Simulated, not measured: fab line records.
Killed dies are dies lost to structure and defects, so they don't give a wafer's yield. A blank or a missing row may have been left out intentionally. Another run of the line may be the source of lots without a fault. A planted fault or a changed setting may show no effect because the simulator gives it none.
Tool commonality check / flow ritCmos / 45 wafers sampled across 15 lots

REASON IT WAS OPENED
RIT_NLDD_OVL_MEAS_06, reading NLDD_OVL: flagged on 3 of 15 lots. Wafers without a fault read -0.2 nm, standard deviation 1.2.
Rule: a lot is flagged when every wafer of it that has a number lies more than 4 standard deviations from that mean, or none has a number. The other lots count as sound.

lot=L772; measured=day 3 13:46; on=overlay-02; NLDD_OVL (nm), wafer by wafer=0.3 -0.1 -1.2; flag=
lot=L773; measured=day 3 20:28; on=overlay-01; NLDD_OVL (nm), wafer by wafer=-0.3 -0.1 -0.7; flag=
lot=L775; measured=day 4 01:30; on=overlay-02; NLDD_OVL (nm), wafer by wafer=-0.7 0.4 0.3; flag=
lot=L777; measured=day 4 06:11; on=overlay-02; NLDD_OVL (nm), wafer by wafer=1.7 -1.5 1.2; flag=
lot=L776; measured=day 4 06:28; on=overlay-01; NLDD_OVL (nm), wafer by wafer=-0.5 0.0 -0.4; flag=
lot=L780; measured=day 4 17:18; on=overlay-02; NLDD_OVL (nm), wafer by wafer=1.0 0.0 -0.9; flag=
lot=L781; measured=day 4 20:40; on=overlay-01; NLDD_OVL (nm), wafer by wafer=-299.3 -298.4 -300.3; flag=FLAGGED
lot=L782; measured=day 5 02:31; on=overlay-02; NLDD_OVL (nm), wafer by wafer=0.5 2.0 1.5; flag=
lot=L783; measured=day 5 06:45; on=overlay-01; NLDD_OVL (nm), wafer by wafer=-302.3 -300.9 -300.2; flag=FLAGGED
lot=L784; measured=day 5 11:34; on=overlay-01; NLDD_OVL (nm), wafer by wafer=-302.6 -300.3 -300.4; flag=FLAGGED
lot=L786; measured=day 5 22:45; on=overlay-02; NLDD_OVL (nm), wafer by wafer=1.4 0.5 -0.4; flag=
lot=L789; measured=day 6 14:52; on=overlay-02; NLDD_OVL (nm), wafer by wafer=-0.8 0.2 1.2; flag=
lot=L793; measured=day 7 12:50; on=overlay-01; NLDD_OVL (nm), wafer by wafer=1.7 0.1 -0.5; flag=
lot=L794; measured=day 7 14:11; on=overlay-02; NLDD_OVL (nm), wafer by wafer=-0.4 0.4 0.4; flag=
lot=L795; measured=day 7 17:35; on=overlay-02; NLDD_OVL (nm), wafer by wafer=-0.4 0.9 -0.1; flag=
The numbers of the flagged lots are -300.5 nm on average: -300.3 nm against the usual, or -99 or more standard deviations.

TOOL THAT RAN EACH LOT
The record holds 1 process step before the reading, out of a route of 202 steps. Cell contents, in order: the tool; ch with the chambers the sampled wafers went through; the start.
lot=L772; flag=; RIT_NLDD_EXPOSE_03=ilineStepper-02 ch 0, day 3 13:23
lot=L773; flag=; RIT_NLDD_EXPOSE_03=ilineStepper-01 ch 0, day 3 20:00
lot=L775; flag=; RIT_NLDD_EXPOSE_03=ilineStepper-02 ch 0, day 4 01:07
lot=L777; flag=; RIT_NLDD_EXPOSE_03=ilineStepper-01 ch 0, day 4 05:47
lot=L776; flag=; RIT_NLDD_EXPOSE_03=ilineStepper-02 ch 0, day 4 06:02
lot=L780; flag=; RIT_NLDD_EXPOSE_03=ilineStepper-02 ch 0, day 4 16:54
lot=L781; flag=FLAGGED; RIT_NLDD_EXPOSE_03=ilineStepper-01 ch 0, day 4 20:17
lot=L782; flag=; RIT_NLDD_EXPOSE_03=ilineStepper-02 ch 0, day 5 02:07
lot=L783; flag=FLAGGED; RIT_NLDD_EXPOSE_03=ilineStepper-01 ch 0, day 5 06:23
lot=L784; flag=FLAGGED; RIT_NLDD_EXPOSE_03=ilineStepper-01 ch 0, day 5 11:11
lot=L786; flag=; RIT_NLDD_EXPOSE_03=ilineStepper-02 ch 0, day 5 22:23
lot=L789; flag=; RIT_NLDD_EXPOSE_03=ilineStepper-02 ch 0, day 6 14:28
lot=L793; flag=; RIT_NLDD_EXPOSE_03=ilineStepper-02 ch 0, day 7 12:26
lot=L794; flag=; RIT_NLDD_EXPOSE_03=ilineStepper-02 ch 0, day 7 13:47
lot=L795; flag=; RIT_NLDD_EXPOSE_03=ilineStepper-02 ch 0, day 7 17:11
What is done by these steps:
- RIT_NLDD_EXPOSE_03: exposes mask M7, target cd 40700 nm.
- RIT_NLDD_OVL_MEAS_06

FLAGGED OVER TOTAL, TOOL BY TOOL (the gauges that took the reading come last)
step=RIT_NLDD_EXPOSE_03; tool=ilineStepper-01; lots run=5; flagged=3; share of the flagged lots=all; sound lots run after its first flagged lot=0
step=RIT_NLDD_EXPOSE_03; tool=ilineStepper-02; lots run=10; flagged=0; share of the flagged lots=none; sound lots run after its first flagged lot=-
step=RIT_NLDD_OVL_MEAS_06; tool=overlay-01; lots run=6; flagged=3; share of the flagged lots=all; sound lots run after its first flagged lot=1 (L793)
step=RIT_NLDD_OVL_MEAS_06; tool=overlay-02; lots run=9; flagged=0; share of the flagged lots=none; sound lots run after its first flagged lot=-

WHAT THE TABLE PERMITS
Rows of the table that ran all the flagged lots, 2 in number: ilineStepper-01 at RIT_NLDD_EXPOSE_03; overlay-01 at RIT_NLDD_OVL_MEAS_06.
- ilineStepper-01 at RIT_NLDD_EXPOSE_03 ran 5 lots, 3 of them flagged. A fault beginning between L777 (day 4 05:47), its last sound lot, and L781 (day 4 20:17), its first flagged one, fits the data.
- overlay-01 at RIT_NLDD_OVL_MEAS_06 ran 6 lots, 3 of them flagged. Lots that were sound ran on it after the first flagged one (L793); a persistent fault on the entire tool would not allow that.
What remains is a single tool, ilineStepper-01 at RIT_NLDD_EXPOSE_03.

WHAT HAD BEEN PUT IN BY THE SIMULATOR
Scanner matching overlay: ilineStepper-01, from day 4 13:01 on, at RIT_NLDD_EXPOSE_03. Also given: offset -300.
Shown lots that were struck: L781, L783, L784. The same result came from the rule above.
